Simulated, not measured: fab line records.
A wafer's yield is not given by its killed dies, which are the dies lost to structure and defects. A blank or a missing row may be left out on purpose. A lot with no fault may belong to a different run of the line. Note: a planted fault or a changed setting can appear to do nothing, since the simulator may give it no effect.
Problem report, 8D (eight disciplines) form, completed by code -- flow berkeley_cmos170 -- the parts of the form that need people (team, actions taken, sign-off) are left out

## 1. THE PROBLEM
Mean of oes_product_au at UCB170_M3_ETCH_17: 1.413 a.u. across 9 wafers in 3 lots; on wafers with no fault it is 0.996 a.u. (standard deviation 0.018). Relative to the usual mean, that is a shift of +23 standard deviations.
The step: etches BARC in N2/H2.
First seen on wafer L446.1, day 12 03:31, on rie_diel-03. The record holds 45 wafers of 15 lots with a number at this step. The rule behind "out" and "out of limits": a value lying over 4 standard deviations away from the usual mean. All remaining wafers that have a number are taken as sound.

## 2. WHAT IT IS, WHAT IT ISN'T
question,is,is not
which readings at this step,oes_product_au,"drypump_motor_current_A, throttle_valve_pct"
which lots,"L446, L448, L452","L433, L435, L437, L438, L439, L440, L441, L444, L445, L449, L454, L456"
which wafers of those lots,all that have a number,-
read on which tools,rie_diel-03,"rie_diel-01, rie_diel-04"
when,from day 12 03:31,"up to then (27 sound wafers); but 9 sound wafers of L449, L454, L456 came after"

## 3. WHAT RULES OUT EACH SUSPECT
Counting: any tool at a process step up to the reading is kept as a suspect provided that every lot that is out went through it and no sound lot did after the first of them.
- rie_diel-03 at UCB170_M3_ETCH_17 (etches BARC in N2/H2): kept. It ran every lot that is out, first L446 (day 12 03:31), and no sound lot after that; its last sound lot up to then is L444 (day 11 09:58). On those wafers its own readings are out: oes_product_au.
Remaining after the count: rie_diel-03 at UCB170_M3_ETCH_17.

## 4. THE CAUSE (what the simulator had put in)
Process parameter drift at UCB170_M3_ETCH_17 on rie_diel-03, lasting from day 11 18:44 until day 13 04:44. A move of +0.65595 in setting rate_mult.
Only this tool survived the counting.

## 5. SEQUENCE OF EFFECTS, ordered by route
One row per reading whose mean, taken over the struck wafers that have a number, lies over 3 standard deviations from the usual. Only readings for which the record gives a usual standard deviation are gone through. hours: the time from each lot's start at the first step in this table that gives one to its start at this step, as a median over the lots. sigmas: the change in usual standard deviations.
hours,step,reading,usual,on struck wafers,change,sigmas
0,UCB170_M3_ETCH_17,oes_product_au,0.996 a.u.,1.413,+0.417,+23
The process steps in it:
- UCB170_M3_ETCH_17: etches BARC in N2/H2.

## 6. HOW IT WOULD HAVE BEEN CAUGHT EARLIER
In this record the first reading out of limits was taken at day 12 03:31, 9 hours after the fault began at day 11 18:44.
